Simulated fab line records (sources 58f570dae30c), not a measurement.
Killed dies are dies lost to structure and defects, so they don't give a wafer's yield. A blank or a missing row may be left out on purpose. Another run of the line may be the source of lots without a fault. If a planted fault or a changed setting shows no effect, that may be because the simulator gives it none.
A struck lot beside a sound one    flow berkeleyCmos170    27 steps out of a route of 331
Sound: these wafers, L476.3, L476.5, L476.6. Struck: wafer L488.5. The cause is given at the end.
Per side, at each step with rows, come the tool, then ch with its chambers, and then its first start. Under that, the readings that differ: sound wafers    struck wafers    difference of the means    sigmas: that difference in standard deviations of wafers without a fault.
alike: same words and numbers on both sides, and readings whose means sit less than 2 such deviations apart. not compared: any withheld reading, any reading some wafer has no value for, any bound like >300 that may hide the same value, and any number with overlapping values for which the record gives no deviation.
The two part at a step that has a row with sigmas, a row that says differs or no value, or rows on one side only. Numbers that have no deviation but don't overlap get no sigmas and don't part them. A reading that every wafer of one side lacks parts them only if that side has two wafers or more.

first, 5 steps without rows for these wafers: UCB170_M1_COAT_04 (resist thk 900 nm); UCB170_M1_SOFTBAKE_05 (time 60 s); UCB170_M1_EXPOSE_06 (exposes mask METAL1, target cd 700 nm); UCB170_M1_PEB_07; UCB170_M1_DEVELOP_08 (develop time 45 s).
UCB170_M1_CD_MEAS_09: the cd target is 700 nm.
  struck on cdSem-02, day 10 05:05; sound on cdSem-01, day 7 01:49
  alike: cdNm
UCB170_M1_OVL_MEAS_10:
  struck on overlay-01, day 10 05:09; sound on overlay-01, day 7 01:55
  alike: M1_OVL
UCB170_M1_ETCH_11: etches BARC in N2/H2.
  sound on rieDiel-03 ch 2,3, day 7 01:56; struck on rieDiel-01 ch 1, day 10 05:11
reading                       sound                 struck  difference  sigmas
chamberPressureMTorr (mTorr)  29.977 29.974 30.006  30.050  +0.064      +3
  alike: biasW, drypumpMotorCurrentA, h2FlowSccm, oesProductAu, throttleValvePct
UCB170_M1_METAL_ETCH_12: etches Al in Cl2/BCl3, stops on PSG, target depth 780 nm, time 130 s.
  sound on rieMetal-04 ch 0,1, day 7 02:01; struck on rieMetal-04 ch 0, day 10 05:17
  alike: biasW, chamberPressureMTorr, drypumpMotorCurrentA, oesProductAu, throttleValvePct
  not compared: rfHoursCounterH
UCB170_M1_STRIP_13: strips in O2.
  sound on plasmaAsher-03 ch 0,1, day 7 02:08; struck on plasmaAsher-01 ch 1, day 10 05:24
  alike: chamberPressureMTorr, drypumpMotorCurrentA, oesProductAu
  not compared: rfHoursCounterH
UCB170_M1_CD_MEAS_90: the cd target is 700 nm.
  struck on cdSem-01, day 10 05:31; sound on cdSem-01, day 7 02:15
  alike: cdNm
then, 1 step without rows for these wafers: UCB170_M1_ANNEAL_14 (time 1200 s).
UCB170_V1_CVD_00: deposits SiO2 from TEOS/O2, target thk 2000 nm, time 260.8 s.
  sound on pecvd-02 ch 0,2, day 7 05:25; struck on pecvd-02 ch 2, day 10 07:40
  alike: heaterPowerW
UCB170_V1_THK_MEAS_01:
  struck on filmMetro-04, day 10 08:00; sound on filmMetro-04, day 7 05:35
reading           sound           struck  difference  sigmas
V1_TEOS_THK (nm)  2061 2110 2070  1836    -244        -9
  not compared: hold
UCB170_V1_CMP_02: polishes SiO2.
  sound on cmp-01 ch 1,2,3, day 7 05:47; struck on cmp-02 ch 2, day 10 11:20
reading  sound  struck                   difference                    sigmas
hold     - - -  awaitDispo/3.1h/release  no value on the sound wafers  
  alike: headPressurePsi, motorCurrentA
UCB170_V1_BOW_MEAS_03:
  struck on filmMetro-02, day 10 11:28; sound on filmMetro-02, day 7 05:58
  alike: V1_BOW
UCB170_V1_THK_MEAS_04:
  struck on filmMetro-02, day 10 11:46; sound on filmMetro-02, day 7 06:04
reading               sound               struck  difference  sigmas
V1_POLISHED_THK (nm)  1001.2 999.9 999.8  760.8   -239.5      -99 or more
  not compared: hold
then, 6 steps without rows for these wafers: UCB170_V1_HMDS_06 (prime time 60 s); UCB170_V1_COAT_07 (resist thk 900 nm); UCB170_V1_SOFTBAKE_08 (time 60 s); UCB170_V1_EXPOSE_09 (exposes mask VIA1, target cd 700 nm); UCB170_V1_PEB_10; UCB170_V1_DEVELOP_11 (develop time 45 s).
UCB170_V1_CD_MEAS_12: the cd target is 700 nm.
  struck on cdSem-01, day 10 17:40; sound on cdSem-01, day 7 08:44
  alike: cdNm
UCB170_V1_OVL_MEAS_13:
  struck on overlay-01, day 10 17:44; sound on overlay-01, day 7 08:49
  alike: V1_OVL
UCB170_V1_ETCH_14: etches SiO2 in CHF3/CF4/Ar, stops on Al, target depth 1250 nm, time 291 s.
  sound on rieDiel-04 ch 0,1,2, day 7 08:51; struck on rieDiel-04 ch 0, day 10 17:50
reading              sound              struck  difference  sigmas
oesProductAu (a.u.)  0.860 0.879 0.883  0.737   -0.137      -12
  alike: chamberPressureMTorr, drypumpMotorCurrentA, mfcArSccm, throttleValvePct
  not compared: rfHoursCounterH
UCB170_V1_STRIP_15: strips in O2.
  sound on plasmaAsher-04 ch 0,1, day 7 09:04; struck on plasmaAsher-01 ch 0, day 10 17:59
  alike: chamberPressureMTorr, drypumpMotorCurrentA, oesProductAu, stripTimeToEndpointS
  not compared: rfHoursCounterH

== WHERE THEY PART ==
At UCB170_M1_ETCH_11 first; at UCB170_V1_ETCH_14 last (within this record only). Later steps at which nothing parts them and some readings are alike: UCB170_V1_STRIP_15.

WHY: what had been put in by the simulator
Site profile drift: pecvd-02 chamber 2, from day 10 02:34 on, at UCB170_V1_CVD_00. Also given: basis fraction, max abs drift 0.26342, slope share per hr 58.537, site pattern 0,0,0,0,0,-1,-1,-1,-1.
